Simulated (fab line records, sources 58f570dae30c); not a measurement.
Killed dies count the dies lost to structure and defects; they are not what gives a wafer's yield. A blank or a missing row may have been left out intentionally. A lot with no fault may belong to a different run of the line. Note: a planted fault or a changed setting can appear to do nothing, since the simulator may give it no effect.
fab line records	flow berkeleyCmos170
[record] lots = 5	wafers = 23
route steps=331 shown PWELL@36 ACTIVE@70 PFIELD@80 PVT@122 NLDD@159 NSD@188 SDANNEAL@205 PSD@206
startH: hours from the record's opening day to when the first of the lot's shown wafers began	waitH: hours elapsed since this lot's preceding step	" unchanged from the row above	L1.1+2: a row that stands for several wafers	- value missing, or start not given	* or withheld: withheld	< > ~ a bound
route shown NAME@n: a module of which the file shows steps, and the number in the route of the first	usual: the fault-free wafers' mean and standard deviation	same: alike in all rows	chamber/n: place in a boat	sites: each site's reading	_std_site: standard deviation across them	_edge_site: mean of outer sites minus mean of inner sites	radiusMm: how far each site lies from the wafer's centre	mask NAME#n: copy n	behind: tool/chamber where the wafer was last shaped	hold: what put the lot on hold/how long, in hours/how the hold closed	device: the transistor (n, p or np) that didn't switch	end of line: at the end of the route, the tests of the same wafers	a step given without rows: its recipe and nothing more	killed: dies that structure and defects cost at the first sort, which is not the same as the wafer's yield	map: the dies of a wafer, with x for killed, . for not killed, _ for no die there
set.NAME: the run value of the setting; set.NAME@STEP: its run value at that earlier step	model.NAME: the simulator's own value behind a step, which no gauge read
lots where settings were altered on purpose, with a table for each step and a row for each wafer
[[steps]]
[step UCB170_PWELL_OXIDATION_02]
[recipe] tempC = 1000	ambient = O2	targetThkA = 264	oxTimeS = 1260
lot.wafer	tool	chamber	startH	waitH	set.oxTimeS	model.SiO2_of_PWELL_OXIDATION_02.thkNm
L074.1	-	-	-	2.6	1260	25.5
L074.2	"	-	"	"	1260	25.13
L074.3	"	-	"	"	1260	25.97
L074.5	"	-	"	"	1260	25.75
L074.6	"	-	"	"	1260	25.78
L080.2	furnace-02	0	78.81	5.6	1260	25.96
L080.3	"	0	"	"	1260	26.21
L080.4	"	0	"	"	1260	25.75
L081.1	-	-	-	1.4	1209	25.85
L081.2	"	-	"	"	1209	25.35
L081.4	"	-	"	"	1209	25.45
L081.5	"	-	"	"	1209	25.53
L081.6	"	-	"	"	1209	25.55
L083.2	-	-	-	4.9	1398	27.91
L083.3	"	-	"	"	1398	27.82
L083.4	"	-	"	"	1398	28.18
L083.5	"	-	"	"	1398	27.27
L083.6	"	-	"	"	1398	27.75
L085.2	-	-	-	0.8	1108	23.97
L085.3	"	-	"	"	1108	23.49
L085.4	"	-	"	"	1108	23.85
L085.5	"	-	"	"	1108	23.96
L085.6	"	-	"	"	1108	23.51
[step UCB170_PWELL_THK_MEAS_03]
[recipe] reads = SiO2_of_PWELL_OXIDATION_02
[usual] PWELL_OXIDE_THK = 26.0/0.42
lot.wafer	tool	chamber	startH	waitH	set.oxTimeS@PWELL_OXIDATION_02	PWELL_OXIDE_THK[nm]
L074.1	filmMetro-04	-	-	-	1260	25.5
L074.2	"	-	"	"	1260	25.1
L074.3	"	-	"	"	1260	26.0
L074.5	"	-	"	"	1260	25.7
L074.6	"	-	"	"	1260	25.8
L081.1	filmMetro-04	-	-	-	1209	25.9
L081.2	"	-	"	"	1209	25.3
L081.4	"	-	"	"	1209	25.5
L081.5	"	-	"	"	1209	25.5
L081.6	"	-	"	"	1209	25.6
L080.2	filmMetro-01	-	80.17	0.0	1260	26.0
L080.3	"	-	"	"	1260	26.2
L080.4	"	-	"	"	1260	25.8
L083.2	filmMetro-02	-	-	-	1398	27.9
L083.3	"	-	"	"	1398	27.8
L083.4	"	-	"	"	1398	28.2
L083.5	"	-	"	"	1398	27.2
L083.6	"	-	"	"	1398	27.7
L085.2	filmMetro-01	-	-	-	1108	23.9
L085.3	"	-	"	"	1108	23.5
L085.4	"	-	"	"	1108	23.9
L085.5	"	-	"	"	1108	24.0
L085.6	"	-	"	"	1108	23.5
[step UCB170_PWELL_IMPLANT_15]
[recipe] species = B	doseCm2 = 5e+12	energyKev = 60	tiltDeg = 7
lot.wafer	tool	chamber	startH	waitH	set.energyKev	model.implant.rpNm	model.implant.drpNm
L074.1+2+3+5+6	implanter-01	0	57.80	0.1	60	192.1	64.7
L080.2+3+4	implanter-02	0	90.49	0.1	60	193	64.7
L081.1+2+4+5+6	implanter-01	0	90.70	0.1	60	189.5	64.7
L083.2+4	implanter-02	0	102.24	0.1	60	191.8	64.7
L083.3+5+6	"	0	"	"	57.87	185.6	63.46
L085.2+3+4	implanter-01	0	110.48	0.1	60	185	64.7
L085.5+6	"	0	"	"	62.76	195.6	66.24
[step UCB170_ACTIVE_EXPOSE_10]
[recipe] maskId = ACTIVE	targetCdNm = 1200	na = 0.5	sigmaOuter = 0.6	sourceShape = conventional	doseMj = 20
lot.wafer	tool	chamber	startH	waitH	mask	set.doseMj
L074.1+3+6	krfScanner-02	0	98.35	0.2	ACTIVE#0	20
L074.2+5	"	0	"	"	ACTIVE#0	20.82
L081.1+4+6	krfScanner-01	0	122.55	0.3	ACTIVE#0	21.25
L081.2+5	"	0	"	"	ACTIVE#0	20
L080.2+3+4	krfScanner-02	0	122.81	0.4	ACTIVE#0	20
L083.2+3+4+5+6	krfScanner-02	0	138.18	0.1	ACTIVE#0	20
L085.2+6	krfScanner-01	0	146.88	0.3	ACTIVE#0	20
L085.3+4+5	"	0	"	"	ACTIVE#0	20.83
[step UCB170_ACTIVE_PEB_11]
[recipe] pebTempC = 130	pebTimeS = withheld	resist = KrF
[step UCB170_ACTIVE_DEVELOP_12]
[recipe] developer = TMAH	developTimeS = 45	resist = KrF	devTempC = 21
[step UCB170_ACTIVE_CD_MEAS_13]
[recipe] targetCdNm = 1200
[usual] cdNm = 1200.0/1.5
lot.wafer	tool	chamber	startH	waitH	set.doseMj@ACTIVE_EXPOSE_10	cdNm
L074.1	cdSem-01	-	99.03	-	20	1198.4
L074.2	"	-	"	"	20.82	1191.2
L074.3	"	-	"	"	20	1197.6
L074.5	"	-	"	"	20.82	1190.1
L074.6	"	-	"	"	20	1197.4
L081.1	cdSem-02	-	122.94	-	21.25	1189.9
L081.2	"	-	"	"	20	1201.2
L081.4	"	-	"	"	21.25	1190.4
L081.5	"	-	"	"	20	1201.2
L081.6	"	-	"	"	21.25	1190.4
L080.2	cdSem-02	-	123.20	-	20	1200.0
L080.3	"	-	"	"	20	1200.3
L080.4	"	-	"	"	20	1202.1
L083.2	cdSem-02	-	139.29	-	20	1201.3
L083.3	"	-	"	"	20	1202.3
L083.4	"	-	"	"	20	1200.3
L083.5	"	-	"	"	20	1202.3
L083.6	"	-	"	"	20	1202.6
L085.2	cdSem-01	-	147.28	-	20	1202.3
L085.3	"	-	"	"	20.83	1193.7
L085.4	"	-	"	"	20.83	1192.5
L085.5	"	-	"	"	20.83	1196.4
L085.6	"	-	"	"	20	1201.9
[step UCB170_ACTIVE_ETCH_15]
[recipe] chemistry = CH3F/Ar/O2	target = Si3N4	stopOn = SiO2	CH3F_flow_sccm = 20	Ar_flow_sccm = 50	O2_flow_sccm = 7	pressureMtorr = 50	rfW = 450	targetDepthA = 2420	overEtchFrac = 0.1	timeS = 151
lot.wafer	tool	chamber	startH	waitH	set.doseMj@ACTIVE_EXPOSE_10	model.ACTIVE.cdNm
L074.1	rieDiel-03	0	99.19	0.0	20	-
L074.2	"	3	"	"	20.82	-
L074.3+6	"	1,0	"	"	20	1198
L074.5	"	3	"	"	20.82	1190
L081.1+4+6	rieDiel-03	3,0,0	123.10	0.0	21.25	1190
L081.2	"	1	"	"	20	1201
L081.5	"	1	"	"	20	1202
L080.2+3	rieDiel-04	3,2	123.34	0.0	20	1200
L080.4	"	2	"	"	20	1202
L083.2+3+5+6	rieDiel-03	0,3,2,1	139.43	0.0	20	1202
L083.4	"	1	"	"	20	1201
L085.2+6	rieDiel-01	0,2	147.41	0.0	20	1202
L085.3	"	1	"	"	20.83	1194
L085.4	"	3	"	"	20.83	1193
L085.5	"	1	"	"	20.83	1196
[step UCB170_ACTIVE_STRIP_16]
[recipe] chemistry = O2	powerW = 400	pressureMtorr = 3500	platenTempC = withheld	o2FlowSccm = 400	overashFraction = 0.5
[step UCB170_ACTIVE_CD_MEAS_90]
[recipe] targetCdNm = 1200
[usual] cdNm = 1200.0/1.5
lot.wafer	tool	chamber	startH	waitH	set.doseMj@ACTIVE_EXPOSE_10	cdNm
L074.1	cdSem-02	-	99.39	0.1	20	1198.2
L074.2	"	-	"	"	20.82	1191.1
L074.3	"	-	"	"	20	1197.8
L074.5	"	-	"	"	20.82	1190.1
L074.6	"	-	"	"	20	1197.3
L081.1	cdSem-02	-	123.42	0.2	21.25	1190.4
L081.2	"	-	"	"	20	1200.9
L081.4	"	-	"	"	21.25	1190.7
L081.5	"	-	"	"	20	1201.3
L081.6	"	-	"	"	21.25	1190.8
L080.2	cdSem-02	-	123.56	0.1	20	1199.9
L080.3	"	-	"	"	20	1200.4
L080.4	"	-	"	"	20	1202.2
L083.2	cdSem-02	-	139.69	0.1	20	1201.7
L083.3	"	-	"	"	20	1202.3
L083.4	"	-	"	"	20	1200.8
L083.5	"	-	"	"	20	1202.2
L083.6	"	-	"	"	20	1202.2
L085.2	cdSem-01	-	147.63	0.1	20	1202.6
L085.3	"	-	"	"	20.83	1193.9
L085.4	"	-	"	"	20.83	1192.2
L085.5	"	-	"	"	20.83	1196.1
L085.6	"	-	"	"	20	1201.5
[step UCB170_PFIELD_COAT_01]
[recipe] resist = KrF	spinRpm = 1500	resistThkNm = 900
lot.wafer	tool	chamber	startH	waitH	set.resistThkNm	model.KrF_of_PFIELD_COAT_01.thkNm
L074.1	lithoTrack-03	0	100.12	0.1	942.6	940.7
L074.2	"	0	"	"	942.6	943.2
L074.3	"	0	"	"	900	900.7
L074.5	"	0	"	"	900	901.9
L074.6	"	0	"	"	900	899.2
L081.1	lithoTrack-04	0	125.77	0.1	882.1	882.6
L081.2	"	0	"	"	900	902.7
L081.4	"	0	"	"	882.1	886.1
L081.5	"	0	"	"	882.1	883.9
L081.6	"	0	"	"	900	903.2
L080.2	lithoTrack-03	0	126.21	0.1	900	900.5
L080.3	"	0	"	"	900	895.2
L080.4	"	0	"	"	900	898.4
L083.2	lithoTrack-01	0	140.17	0.1	900	898.8
L083.3	"	0	"	"	881.7	878.5
L083.4	"	0	"	"	881.7	881.4
L083.5	"	0	"	"	881.7	880.8
L083.6	"	0	"	"	900	899.7
L085.2	lithoTrack-04	0	148.28	0.1	862.9	865.5
L085.3	"	0	"	"	900	905.3
L085.4	"	0	"	"	900	904
L085.5	"	0	"	"	862.9	868
L085.6	"	0	"	"	900	904.2
[step UCB170_PFIELD_SOFTBAKE_02]
[recipe] resist = KrF	tempC = 130	timeS = 60
[step UCB170_PFIELD_EXPOSE_03]
[recipe] maskId = PFIELD	na = 0.5	sigmaOuter = 0.6	sourceShape = conventional	targetCdNm = 1500	doseMj = 30
[step UCB170_PFIELD_IMPLANT_07]
[recipe] species = B	doseCm2 = 2e+13	energyKev = 80	tiltDeg = 7
[step UCB170_PFIELD_STRIP_08]
[recipe] chemistry = O2	powerW = 400	pressureMtorr = 3500	platenTempC = withheld	o2FlowSccm = 400	overashFraction = 0.5
[usual] stripTimeToEndpointS = 21.65/0.074
lot.wafer	tool	chamber	startH	waitH	set.resistThkNm@PFIELD_COAT_01	stripTimeToEndpointS
L074.1	plasmaAsher-01	0	101.43	0.1	942.6	22.60
L074.2	"	1	"	"	942.6	22.67
L074.3	"	0	"	"	900	21.63
L074.5	"	0	"	"	900	21.68
L074.6	"	1	"	"	900	21.60
L081.1	plasmaAsher-04	1	126.77	0.1	882.1	21.21
L081.2	"	0	"	"	900	21.68
L081.4	"	1	"	"	882.1	21.29
L081.5	"	1	"	"	882.1	21.25
L081.6	"	0	"	"	900	21.70
L080.2	plasmaAsher-04	1	127.39	0.1	900	21.65
L080.3	"	0	"	"	900	21.53
L080.4	"	1	"	"	900	21.59
L083.2	plasmaAsher-01	0	141.88	0.1	900	21.59
L083.3	"	0	"	"	881.7	21.13
L083.4	"	1	"	"	881.7	21.19
L083.5	"	1	"	"	881.7	21.18
L083.6	"	0	"	"	900	21.63
L085.2	plasmaAsher-01	0	149.29	0.1	862.9	20.81
L085.3	"	0	"	"	900	21.75
L085.4	"	1	"	"	900	21.72
L085.5	"	0	"	"	862.9	20.86
L085.6	"	1	"	"	900	21.70
[step UCB170_PVT_IMPLANT_07]
[recipe] species = P	doseCm2 = 2e+12	energyKev = 30	tiltDeg = 7
lot.wafer	tool	chamber	startH	waitH	set.energyKev	model.implant.drpNm
L074.1+5	implanter-03	0	141.53	0.0	30	16.56
L074.2+3+6	"	0	"	"	29.33	16.34
L080.2+3+4	implanter-04	0	177.17	0.0	30	16.56
L081.1+2+4	implanter-03	0	177.42	0.0	29	16.23
L081.5+6	"	0	"	"	30	16.56
L083.2+3+4+5+6	implanter-01	0	194.64	0.0	30	16.56
L085.2+3+5	implanter-01	0	195.18	0.0	30	16.56
L085.4+6	"	0	"	"	28.41	16.03
[step UCB170_NLDD_COAT_01]
[recipe] resist = KrF	spinRpm = 1500	resistThkNm = 900
lot.wafer	tool	chamber	startH	waitH	set.resistThkNm	model.KrF_of_NLDD_COAT_01.thkNm
L074.1+6	lithoTrack-03	0	166.97	0.1	900	897.6
L074.2	"	0	"	"	900	899.2
L074.3	"	0	"	"	900	897.4
L074.5	"	0	"	"	900	896.8
L081.1	lithoTrack-01	0	198.25	0.1	900	904.7
L081.2	"	0	"	"	900	905.3
L081.4	"	0	"	"	900	904.5
L081.5	"	0	"	"	900	907.1
L081.6	"	0	"	"	900	902.8
L080.2	lithoTrack-01	0	198.73	0.1	900	901.3
L080.3	"	0	"	"	900	901
L080.4	"	0	"	"	900	899.5
L083.2	lithoTrack-01	0	209.84	0.1	867.6	867.4
L083.3	"	0	"	"	900	902.5
L083.4	"	0	"	"	900	899.4
L083.5	"	0	"	"	867.6	871.5
L083.6	"	0	"	"	867.6	866.9
L085.2	lithoTrack-03	0	210.54	0.1	855.9	854.8
L085.3	"	0	"	"	855.9	853.7
L085.4	"	0	"	"	900	898.2
L085.5	"	0	"	"	900	895.8
L085.6	"	0	"	"	855.9	854.2
[step UCB170_NLDD_IMPLANT_09]
[recipe] species = As	doseCm2 = 5e+13	energyKev = 30	tiltDeg = 7	rotationDeg = 180
lot.wafer	tool	chamber	startH	waitH	set.doseCm2
L074.1+2+6	implanter-02	0	168.09	0.1	5e+13
L074.3+5	"	0	"	"	5.287e+13
L081.1+2+5	implanter-03	0	199.68	0.1	5e+13
L081.4+6	"	0	"	"	4.822e+13
L080.2+3+4	implanter-03	0	200.16	0.1	5e+13
L083.2+5	implanter-01	0	212.14	0.1	5e+13
L083.3+4+6	"	0	"	"	5.155e+13
L085.2+4+6	implanter-02	0	212.44	0.1	5.303e+13
L085.3+5	"	0	"	"	5e+13
[step UCB170_NLDD_STRIP_10]
[recipe] chemistry = O2	powerW = 400	pressureMtorr = 3500	platenTempC = withheld	o2FlowSccm = 400	overashFraction = 0.5
[usual] stripTimeToEndpointS = 21.64/0.074
lot.wafer	tool	chamber	startH	waitH	set.resistThkNm@NLDD_COAT_01	stripTimeToEndpointS
L074.1	plasmaAsher-03	1	168.24	0.1	900	21.57
L074.2	"	0	"	"	900	21.60
L074.3	"	0	"	"	900	21.55
L074.5	"	1	"	"	900	21.56
L074.6	"	0	"	"	900	21.57
L081.1	plasmaAsher-04	1	199.83	0.1	900	21.75
L081.2	"	0	"	"	900	21.74
L081.4	"	1	"	"	900	21.74
L081.5	"	0	"	"	900	21.78
L081.6	"	1	"	"	900	21.71
L080.2	plasmaAsher-04	0	200.28	0.1	900	21.67
L080.3	"	0	"	"	900	21.64
L080.4	"	1	"	"	900	21.62
L083.2	plasmaAsher-03	0	212.26	0.1	867.6	20.85
L083.3	"	0	"	"	900	21.71
L083.4	"	1	"	"	900	21.61
L083.5	"	0	"	"	867.6	20.92
L083.6	"	1	"	"	867.6	20.85
L085.2	plasmaAsher-03	1	212.57	0.1	855.9	20.55
L085.3	"	0	"	"	855.9	20.53
L085.4	"	1	"	"	900	21.58
L085.5	"	1	"	"	900	21.53
L085.6	"	0	"	"	855.9	20.53
[step UCB170_NSD_COAT_01]
[recipe] resist = KrF	spinRpm = 1500	resistThkNm = 900
lot.wafer	tool	chamber	startH	waitH	set.resistThkNm	model.KrF_of_NSD_COAT_01.thkNm
L074.1	lithoTrack-04	0	176.81	0.1	900	901.9
L074.2	"	0	"	"	938.1	936
L074.3	"	0	"	"	900	894.8
L074.5	"	0	"	"	938.1	934.7
L074.6	"	0	"	"	938.1	936.6
L081.1	lithoTrack-02	0	207.25	0.1	900	899.9
L081.2	"	0	"	"	900	897.2
L081.4	"	0	"	"	900	901.2
L081.5	"	0	"	"	900	901.5
L081.6	"	0	"	"	900	899.2
L080.2	lithoTrack-01	0	207.66	0.1	900	897.8
L080.3	"	0	"	"	900	894.3
L080.4	"	0	"	"	900	897
L083.2	lithoTrack-04	0	220.32	0.1	900	902.3
L083.3	"	0	"	"	900	900
L083.4	"	0	"	"	900	901.4
L083.5	"	0	"	"	917.1	920.8
L083.6	"	0	"	"	917.1	919
L085.2	lithoTrack-01	0	220.32	0.1	952.8	950.5
L085.3	"	0	"	"	900	896.6
L085.4	"	0	"	"	952.8	952.5
L085.5	"	0	"	"	952.8	952.1
L085.6	"	0	"	"	900	899
[step UCB170_NSD_STRIP_09]
[recipe] chemistry = O2	powerW = 400	pressureMtorr = 3500	platenTempC = withheld	o2FlowSccm = 400	overashFraction = 0.5
[usual] oesProductAu = 0.534/0.0044	stripTimeToEndpointS = 35.82/0.071
lot.wafer	tool	chamber	startH	waitH	set.powerW	oesProductAu	stripTimeToEndpointS
L074.1	plasmaAsher-03	1	178.01	0.1	364.1	0.513	38.47
L074.2	"	0	"	"	400	0.542	36.71
L074.3	"	0	"	"	364.1	0.514	38.34
L074.5	"	1	"	"	400	0.543	36.65
L074.6	"	0	"	"	364.1	0.514	39.36
L081.1	plasmaAsher-01	0	208.26	0.1	400	0.537	35.82
L081.2	"	1	"	"	400	0.539	35.75
L081.4	"	0	"	"	400	0.530	35.86
L081.5	"	1	"	"	400	0.538	35.87
L081.6	"	0	"	"	400	0.526	35.79
L080.2	plasmaAsher-01	0	208.76	0.1	400	0.533	35.75
L080.3	"	0	"	"	400	0.535	35.62
L080.4	"	1	"	"	400	0.540	35.69
L083.2	plasmaAsher-01	1	221.30	0.1	437.6	0.557	33.58
L083.3	"	1	"	"	400	0.540	35.81
L083.4	"	0	"	"	437.6	0.552	33.56
L083.5	"	1	"	"	400	0.541	36.32
L083.6	"	0	"	"	400	0.539	36.33
L085.2	plasmaAsher-04	0	221.84	0.1	400	0.538	37.01
L085.3	"	1	"	"	446.9	0.567	32.91
L085.4	"	0	"	"	446.9	0.572	34.12
L085.5	"	0	"	"	400	0.540	37.07
L085.6	"	1	"	"	400	0.540	35.82
[step UCB170_SDANNEAL_RTA_01]
[recipe] tempC = 1050	timeS = 5	ambient = N2
lot.wafer	tool	chamber	startH	waitH	set.timeS
L074.1+3+5	rtpAnneal-01	0	179.39	0.1	5
L074.2+6	"	0	"	"	5.245
L081.1+5+6	rtpAnneal-02	0	210.01	0.1	4.512
L081.2+4	"	0	"	"	5
L080.2+3+4	rtpAnneal-01	0	210.72	0.1	5
L083.2+3	rtpAnneal-02	0	222.43	0.1	5
L083.4+5+6	"	0	"	"	4.42
L085.2+6	rtpAnneal-01	0	222.98	0.1	4.646
L085.3+4+5	"	0	"	"	5
[step UCB170_SDANNEAL_RS_MEAS_02]
[recipe] thkMeasGauge = four-point-probe
[usual] PSD_RS = 75.6/0.31
lot.wafer	tool	chamber	startH	waitH	set.timeS@SDANNEAL_RTA_01	PSD_RS[ohm/sq]
L074.1	filmMetro-03	-	179.47	0.1	5	75.2
L074.2	"	-	"	"	5.245	74.5
L074.3	"	-	"	"	5	75.7
L074.5	"	-	"	"	5	75.6
L074.6	"	-	"	"	5.245	74.6
L081.1	filmMetro-03	-	210.06	0.0	4.512	76.7
L081.2	"	-	"	"	5	74.9
L081.4	"	-	"	"	5	75.2
L081.5	"	-	"	"	4.512	76.8
L081.6	"	-	"	"	4.512	76.8
L080.2	filmMetro-01	-	210.79	0.1	5	76.4
L080.3	"	-	"	"	5	76.0
L080.4	"	-	"	"	5	75.8
L083.2	filmMetro-02	-	222.50	0.1	5	75.5
L083.3	"	-	"	"	5	75.4
L083.4	"	-	"	"	4.42	77.5
L083.5	"	-	"	"	4.42	78.0
L083.6	"	-	"	"	4.42	77.9
L085.2	filmMetro-01	-	223.05	0.1	4.646	76.7
L085.3	"	-	"	"	5	75.6
L085.4	"	-	"	"	5	75.5
L085.5	"	-	"	"	5	75.4
L085.6	"	-	"	"	4.646	76.9
[step UCB170_SDANNEAL_RS_MEAS_03]
[recipe] thkMeasGauge = four-point-probe
[usual] NSD_RS = 37.25/0.078
lot.wafer	tool	chamber	startH	waitH	set.timeS@SDANNEAL_RTA_01	NSD_RS[ohm/sq]
L074.1	filmMetro-03	-	179.59	0.1	5	37.26
L074.2	"	-	"	"	5.245	37.11
L074.3	"	-	"	"	5	37.17
L074.5	"	-	"	"	5	37.34
L074.6	"	-	"	"	5.245	37.09
L081.1	filmMetro-03	-	210.18	0.1	4.512	37.53
L081.2	"	-	"	"	5	37.22
L081.4	"	-	"	"	5	37.23
L081.5	"	-	"	"	4.512	37.44
L081.6	"	-	"	"	4.512	37.49
L080.2	filmMetro-01	-	210.91	0.1	5	37.35
L080.3	"	-	"	"	5	37.35
L080.4	"	-	"	"	5	37.40
L083.2	filmMetro-02	-	222.62	0.1	5	37.21
L083.3	"	-	"	"	5	37.24
L083.4	"	-	"	"	4.42	37.59
L083.5	"	-	"	"	4.42	37.64
L083.6	"	-	"	"	4.42	37.51
L085.2	filmMetro-01	-	223.17	0.1	4.646	37.42
L085.3	"	-	"	"	5	37.17
L085.4	"	-	"	"	5	37.22
L085.5	"	-	"	"	5	37.30
L085.6	"	-	"	"	4.646	37.49
[step UCB170_SDANNEAL_RS_MEAS_05]
[recipe] thkMeasGauge = four-point-probe
[usual] NLDD_RS = 616.2/1.4
lot.wafer	tool	chamber	startH	waitH	set.doseCm2@NLDD_IMPLANT_09	NLDD_RS[ohm/sq]
L074.1	filmMetro-03	-	179.83	0.1	5e+13	615.6
L074.2	"	-	"	"	5e+13	615.4
L074.3	"	-	"	"	5.287e+13	605.1
L074.5	"	-	"	"	5.287e+13	604.0
L074.6	"	-	"	"	5e+13	615.1
L081.1	filmMetro-03	-	210.42	0.1	5e+13	615.1
L081.2	"	-	"	"	5e+13	614.2
L081.4	"	-	"	"	4.822e+13	623.5
L081.5	"	-	"	"	5e+13	615.2
L081.6	"	-	"	"	4.822e+13	623.3
L080.2	filmMetro-01	-	211.15	0.1	5e+13	614.5
L080.3	"	-	"	"	5e+13	616.6
L080.4	"	-	"	"	5e+13	616.3
L083.2	filmMetro-02	-	222.86	0.1	5e+13	616.8
L083.3	"	-	"	"	5.155e+13	611.7
L083.4	"	-	"	"	5.155e+13	610.9
L083.5	"	-	"	"	5e+13	617.8
L083.6	"	-	"	"	5.155e+13	609.6
L085.2	filmMetro-01	-	223.41	0.1	5.303e+13	603.6
L085.3	"	-	"	"	5e+13	615.2
L085.4	"	-	"	"	5.303e+13	603.5
L085.5	"	-	"	"	5e+13	616.0
L085.6	"	-	"	"	5.303e+13	604.3
[[key]]
[split] step = UCB170_PWELL_OXIDATION_02	setting = oxTimeS	stated = 1260	by = lot
[response] step = UCB170_PWELL_OXIDATION_02	reading = model.SiO2_of_PWELL_OXIDATION_02.thkNm	change = +0.17	per = 1%	r = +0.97
[response] step = UCB170_PWELL_THK_MEAS_03	reading = PWELL_OXIDE_THK	change = +0.17	per = 1%	r = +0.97
[split] step = UCB170_PWELL_IMPLANT_15	setting = energyKev	stated = 60	by = wafer
[response] step = UCB170_PWELL_IMPLANT_15	reading = model.implant.rpNm	change = +2.11	per = 1%	r = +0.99
[response] step = UCB170_PWELL_IMPLANT_15	reading = model.implant.drpNm	change = +0.34	per = 1%	r = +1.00
[split] step = UCB170_ACTIVE_EXPOSE_10	setting = doseMj	stated = 20	by = wafer
[response] step = UCB170_ACTIVE_CD_MEAS_13	reading = cdNm	change = -1.79	per = 1%	r = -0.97
[response] step = UCB170_ACTIVE_ETCH_15	reading = model.ACTIVE.cdNm	change = -1.79	per = 1%	r = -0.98
[response] step = UCB170_ACTIVE_CD_MEAS_90	reading = cdNm	change = -1.75	per = 1%	r = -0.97
[split] step = UCB170_PFIELD_COAT_01	setting = resistThkNm	stated = 900	by = wafer
[response] step = UCB170_PFIELD_COAT_01	reading = model.KrF_of_PFIELD_COAT_01.thkNm	change = +8.99	per = 1%	r = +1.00
[response] step = UCB170_PFIELD_STRIP_08	reading = stripTimeToEndpointS	change = *	per = 1%	r = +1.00
[split] step = UCB170_PVT_IMPLANT_07	setting = energyKev	stated = 30	by = wafer
[response] step = UCB170_PVT_IMPLANT_07	reading = model.implant.drpNm	change = +0.101	per = 1%	r = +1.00
[split] step = UCB170_NLDD_COAT_01	setting = resistThkNm	stated = 900	by = wafer
[response] step = UCB170_NLDD_COAT_01	reading = model.KrF_of_NLDD_COAT_01.thkNm	change = +8.81	per = 1%	r = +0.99
[response] step = UCB170_NLDD_STRIP_10	reading = stripTimeToEndpointS	change = *	per = 1%	r = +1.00
[split] step = UCB170_NLDD_IMPLANT_09	setting = doseCm2	stated = 5e+13	by = wafer
[response] step = UCB170_SDANNEAL_RS_MEAS_05	reading = NLDD_RS	change = -2.01	per = 1%	r = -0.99
[split] step = UCB170_NSD_COAT_01	setting = resistThkNm	stated = 900	by = wafer
[response] step = UCB170_NSD_COAT_01	reading = model.KrF_of_NSD_COAT_01.thkNm	change = +9.11	per = 1%	r = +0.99
[split] step = UCB170_NSD_STRIP_09	setting = powerW	stated = 400	by = wafer
[response] step = UCB170_NSD_STRIP_09	reading = oesProductAu	change = +0.00246	per = 1%	r = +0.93
[response] step = UCB170_NSD_STRIP_09	reading = stripTimeToEndpointS	change = *	per = 1%	r = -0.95
[split] step = UCB170_SDANNEAL_RTA_01	setting = timeS	stated = 5	by = wafer
[response] step = UCB170_SDANNEAL_RS_MEAS_02	reading = PSD_RS	change = -0.191	per = 1%	r = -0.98
[response] step = UCB170_SDANNEAL_RS_MEAS_03	reading = NSD_RS	change = -0.0296	per = 1%	r = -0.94
